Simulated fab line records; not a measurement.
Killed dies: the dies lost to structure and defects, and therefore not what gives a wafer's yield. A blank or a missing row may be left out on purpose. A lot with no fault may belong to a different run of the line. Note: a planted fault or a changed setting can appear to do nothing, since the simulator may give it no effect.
fab line records / flow rit_cmos
[record] lots = 14 wafers = 42 last_day = 7
route steps=202 shown NSD@140 M1@202
lots untouched by any fault: they come from a run of this same line in which no faults occurred
start_h: hours from the record's first day to the start of the lot's first wafer shown / wait_h: how many hours have passed since the lot's step before this one / " identical to the entry in the row above / L1.1+2: one row covering several wafers at once / - value missing, or start not given / * or withheld: withheld / < > ~ a bound
route shown NAME@n: names a module that has steps shown in the file, with the first one's number in the route / usual: the fault-free wafers' mean and standard deviation / same: alike in all rows / chamber/n: place in a boat / sites: readings site by site / _std_site: the standard deviation of these / _edge_site: the outer-site mean with the inner-site mean subtracted / radius_mm: how far each site lies from the wafer's centre / mask NAME#n: copy n / behind: the tool/chamber that last shaped the wafer / hold: what put the lot on hold/how long, in hours/how the hold closed / device: transistor that didn't switch, given as n, p or np / end of line: tests run on the same wafers once the route is complete / a step given without rows: its recipe and nothing more / killed: the dies lost at the first sort to structure and to defects; this is not the yield of the wafer / map: shows each die of a wafer: x if killed, . if not, _ if none is there
set.NAME: setting as actually run; set.NAME@STEP: the setting as run at that earlier step / model.NAME: the simulator's own value behind a step, which no gauge read
route steps across a sampled set of lots; one table per step, one row per wafer
services: the hour from which a tool's chamber was out of use, counted from the record's first day as start_h (under 0 if before that day), plus the number of hours and why
[[steps]]
[step RIT_NSD_STRIP_09]
[recipe] chemistry = O2 time_s = 180 resist = NOVOLAK platen_temp_c = withheld power_w = 500 pressure_mtorr = 4000 o2_flow_sccm = 4000
[usual] drypump_motor_current_A = 5.7/0.3
[same] time_s = 180
lot.wafer=L724.1 tool=plasma_asher-02 chamber=1 start_h=51.00 wait_h=0.1 drypump_motor_current_A=6.1 rf_hours_counter_h=40
lot.wafer=L724.4 tool=plasma_asher-02 chamber=0 start_h=51.00 wait_h=0.1 drypump_motor_current_A=5.9 rf_hours_counter_h=-
lot.wafer=L724.6 tool=plasma_asher-02 chamber=0 start_h=51.00 wait_h=0.1 drypump_motor_current_A=5.9 rf_hours_counter_h=-
lot.wafer=L725.1 tool=plasma_asher-02 chamber=0 start_h=53.80 wait_h=0.1 drypump_motor_current_A=5.9 rf_hours_counter_h=40
lot.wafer=L725.3 tool=plasma_asher-02 chamber=0 start_h=53.80 wait_h=0.1 drypump_motor_current_A=5.9 rf_hours_counter_h=-
lot.wafer=L725.4 tool=plasma_asher-02 chamber=1 start_h=53.80 wait_h=0.1 drypump_motor_current_A=6.0 rf_hours_counter_h=-
lot.wafer=L726.2 tool=plasma_asher-03 chamber=0 start_h=58.65 wait_h=0.1 drypump_motor_current_A=4.9 rf_hours_counter_h=44
lot.wafer=L726.4 tool=plasma_asher-03 chamber=1 start_h=58.65 wait_h=0.1 drypump_motor_current_A=5.9 rf_hours_counter_h=-
lot.wafer=L726.6 tool=plasma_asher-03 chamber=1 start_h=58.65 wait_h=0.1 drypump_motor_current_A=5.9 rf_hours_counter_h=-
lot.wafer=L727.3 tool=plasma_asher-04 chamber=1 start_h=66.69 wait_h=0.1 drypump_motor_current_A=5.5 rf_hours_counter_h=-
lot.wafer=L727.4 tool=plasma_asher-04 chamber=0 start_h=66.69 wait_h=0.1 drypump_motor_current_A=5.5 rf_hours_counter_h=-
lot.wafer=L727.5 tool=plasma_asher-04 chamber=0 start_h=66.69 wait_h=0.1 drypump_motor_current_A=5.5 rf_hours_counter_h=-
lot.wafer=L728.2 tool=plasma_asher-02 chamber=1 start_h=68.97 wait_h=0.1 drypump_motor_current_A=6.0 rf_hours_counter_h=41
lot.wafer=L728.4 tool=plasma_asher-02 chamber=0 start_h=68.97 wait_h=0.1 drypump_motor_current_A=5.9 rf_hours_counter_h=-
lot.wafer=L728.6 tool=plasma_asher-02 chamber=0 start_h=68.97 wait_h=0.1 drypump_motor_current_A=5.9 rf_hours_counter_h=-
lot.wafer=L729.1 tool=plasma_asher-02 chamber=1 start_h=79.57 wait_h=0.1 drypump_motor_current_A=6.0 rf_hours_counter_h=43
lot.wafer=L729.2 tool=plasma_asher-02 chamber=0 start_h=79.57 wait_h=0.1 drypump_motor_current_A=5.9 rf_hours_counter_h=43
lot.wafer=L729.5 tool=plasma_asher-02 chamber=1 start_h=79.57 wait_h=0.1 drypump_motor_current_A=6.0 rf_hours_counter_h=-
lot.wafer=L730.1 tool=plasma_asher-02 chamber=1 start_h=81.55 wait_h=0.1 drypump_motor_current_A=6.0 rf_hours_counter_h=44
lot.wafer=L730.2 tool=plasma_asher-02 chamber=0 start_h=81.55 wait_h=0.1 drypump_motor_current_A=5.9 rf_hours_counter_h=44
lot.wafer=L730.6 tool=plasma_asher-02 chamber=1 start_h=81.55 wait_h=0.1 drypump_motor_current_A=6.0 rf_hours_counter_h=-
lot.wafer=L731.3 tool=plasma_asher-04 chamber=0 start_h=84.42 wait_h=0.1 drypump_motor_current_A=5.5 rf_hours_counter_h=-
lot.wafer=L731.4 tool=plasma_asher-04 chamber=1 start_h=84.42 wait_h=0.1 drypump_motor_current_A=5.5 rf_hours_counter_h=-
lot.wafer=L731.6 tool=plasma_asher-04 chamber=1 start_h=84.42 wait_h=0.1 drypump_motor_current_A=5.5 rf_hours_counter_h=-
lot.wafer=L734.1 tool=plasma_asher-02 chamber=0 start_h=102.41 wait_h=0.1 drypump_motor_current_A=5.9 rf_hours_counter_h=46
lot.wafer=L734.2 tool=plasma_asher-02 chamber=1 start_h=102.41 wait_h=0.1 drypump_motor_current_A=6.0 rf_hours_counter_h=46
lot.wafer=L734.6 tool=plasma_asher-02 chamber=1 start_h=102.41 wait_h=0.1 drypump_motor_current_A=6.0 rf_hours_counter_h=-
lot.wafer=L739.1 tool=plasma_asher-04 chamber=1 start_h=122.77 wait_h=0.1 drypump_motor_current_A=5.5 rf_hours_counter_h=28
lot.wafer=L739.5 tool=plasma_asher-04 chamber=1 start_h=122.77 wait_h=0.1 drypump_motor_current_A=5.5 rf_hours_counter_h=-
lot.wafer=L739.6 tool=plasma_asher-04 chamber=0 start_h=122.77 wait_h=0.1 drypump_motor_current_A=5.6 rf_hours_counter_h=-
lot.wafer=L740.3 tool=plasma_asher-04 chamber=1 start_h=128.04 wait_h=0.1 drypump_motor_current_A=5.5 rf_hours_counter_h=-
lot.wafer=L740.4 tool=plasma_asher-04 chamber=0 start_h=128.04 wait_h=0.1 drypump_motor_current_A=5.5 rf_hours_counter_h=-
lot.wafer=L740.5 tool=plasma_asher-04 chamber=1 start_h=128.04 wait_h=0.1 drypump_motor_current_A=5.5 rf_hours_counter_h=-
lot.wafer=L742.2 tool=plasma_asher-02 chamber=0 start_h=139.75 wait_h=0.1 drypump_motor_current_A=5.9 rf_hours_counter_h=2
lot.wafer=L742.4 tool=plasma_asher-02 chamber=0 start_h=139.75 wait_h=0.1 drypump_motor_current_A=5.9 rf_hours_counter_h=-
lot.wafer=L742.6 tool=plasma_asher-02 chamber=0 start_h=139.75 wait_h=0.1 drypump_motor_current_A=5.9 rf_hours_counter_h=-
lot.wafer=L744.1 tool=plasma_asher-03 chamber=1 start_h=153.00 wait_h=0.1 drypump_motor_current_A=6.0 rf_hours_counter_h=54
lot.wafer=L744.5 tool=plasma_asher-03 chamber=0 start_h=153.00 wait_h=0.1 drypump_motor_current_A=5.0 rf_hours_counter_h=-
lot.wafer=L744.6 tool=plasma_asher-03 chamber=1 start_h=153.00 wait_h=0.1 drypump_motor_current_A=5.9 rf_hours_counter_h=-
lot.wafer=L746.2 tool=plasma_asher-02 chamber=0 start_h=159.80 wait_h=0.1 drypump_motor_current_A=5.9 rf_hours_counter_h=4
lot.wafer=L746.4 tool=plasma_asher-02 chamber=1 start_h=159.80 wait_h=0.1 drypump_motor_current_A=6.0 rf_hours_counter_h=-
lot.wafer=L746.5 tool=plasma_asher-02 chamber=1 start_h=159.80 wait_h=0.1 drypump_motor_current_A=6.0 rf_hours_counter_h=-
[step RIT_M1_PROBE_99]
[usual] killed_at_contacts = 0.0/0.2 killed_at_front_end = 6.6/2.9 killed_dies = 6.6/3 killed_on_rim = 1.7/1.4 killed_open = 3.4/2 killed_short = 3.2/2
[same] gross_dies = 264 killed_at_M0_to_M3 = 0 killed_at_M4_up = 0 killed_at_back_side = 0 killed_at_other = 0
lot.wafer=L739.1 tool=prober-01 chamber=- start_h=132.82 wait_h=0.1 killed_at_contacts=0 killed_at_front_end=24 killed_dies=24 killed_on_rim=9 killed_open=2 killed_short=2
lot.wafer=L739.5 tool=prober-01 chamber=- start_h=133.02 wait_h=0.2 killed_at_contacts=0 killed_at_front_end=26 killed_dies=26 killed_on_rim=8 killed_open=1 killed_short=2
lot.wafer=L739.6 tool=prober-01 chamber=- start_h=133.07 wait_h=0.2 killed_at_contacts=0 killed_at_front_end=9 killed_dies=9 killed_on_rim=3 killed_open=2 killed_short=7
lot.wafer=L740.3 tool=prober-02 chamber=- start_h=137.80 wait_h=0.2 killed_at_contacts=0 killed_at_front_end=23 killed_dies=23 killed_on_rim=10 killed_open=1 killed_short=3
lot.wafer=L740.4 tool=prober-02 chamber=- start_h=137.85 wait_h=0.2 killed_at_contacts=0 killed_at_front_end=4 killed_dies=4 killed_on_rim=0 killed_open=1 killed_short=3
lot.wafer=L740.5 tool=prober-02 chamber=- start_h=137.90 wait_h=0.2 killed_at_contacts=0 killed_at_front_end=20 killed_dies=20 killed_on_rim=7 killed_open=0 killed_short=2
// killed by level:class
L739.1 NSD:unspecified=20 FOX1:geometric_particle:open=1 GATE:geometric_particle:short=1 REOX:geometric_particle:short=1 SILICIDE:geometric_particle:open=1
L739.5 NSD:unspecified=23 GATE:geometric_particle:short=2 GATE:geometric_particle:open=1
L739.6 FOX1:geometric_particle:short=2 GATE:geometric_particle:short=2 SILICIDE:geometric_particle:short=2 GATE:geometric_particle:open=1 REOX:geometric_particle:short=1 SPACER:geometric_particle:open=1
L740.3 NSD:unspecified=19 FOX1:geometric_particle:short=1 GATE:geometric_particle:short=1 SPACER:geometric_particle:open=1 SPACER:geometric_particle:short=1
L740.4 GATE:geometric_particle:short=2 GATE:geometric_particle:open=1 SILICIDE:geometric_particle:short=1
L740.5 NSD:unspecified=18 GATE:geometric_particle:short=1 SPACER:geometric_particle:short=1
[[services]]
tool=plasma_asher-04 chamber=- start_h=33.20 hours=1.2 kind=repair
tool=plasma_asher-02 chamber=- start_h=43.47 hours=2.2 kind=repair
tool=plasma_asher-03 chamber=- start_h=68.20 hours=8.0 kind=repair
tool=plasma_asher-04 chamber=- start_h=69.16 hours=10.0 kind=pm
tool=plasma_asher-04 chamber=- start_h=95.39 hours=2.0 kind=repair
tool=plasma_asher-02 chamber=- start_h=108.75 hours=9.0 kind=pm
tool=plasma_asher-02 chamber=0 start_h=108.75 hours=9.0 kind=vent_cycle
tool=plasma_asher-02 chamber=1 start_h=108.75 hours=9.0 kind=vent_cycle
tool=plasma_asher-02 chamber=0 start_h=117.75 hours=- kind=clean
tool=plasma_asher-02 chamber=1 start_h=117.75 hours=- kind=clean
tool=plasma_asher-02 chamber=- start_h=135.05 hours=4.4 kind=repair
[[key]]
[first_sign] step = RIT_M1_PROBE_99 reading = killed_at_front_end direction = up sigmas = 5.7 usual = 6.6 struck = 23.2
[effect] step = RIT_M1_PROBE_99 reading = killed_dies direction = up sigmas = 5.6 usual = 6.6 struck = 23.2
met_at RIT_NSD_STRIP_09
struck_lots L739,L740
struck_wafers L739.1,L739.5,L740.3,L740.5
tester_left_out L739,L740
onset_between 84.42 122.77
[fault] kind = chamber_particle_source tool = plasma_asher-04 chamber = 1 onset_h = 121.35 steps = RIT_NSD_STRIP_09 rate_per_visit_cm2 = 0.87841 end_h = 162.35
// tester_left_out: of these lots the tester's yield and bins aren't shown, on N5 and GAA mostly nor the transistor test; their killed dies are dies lost to structure and defects alone, not to doping, threshold or leakage, so they don't give the yield
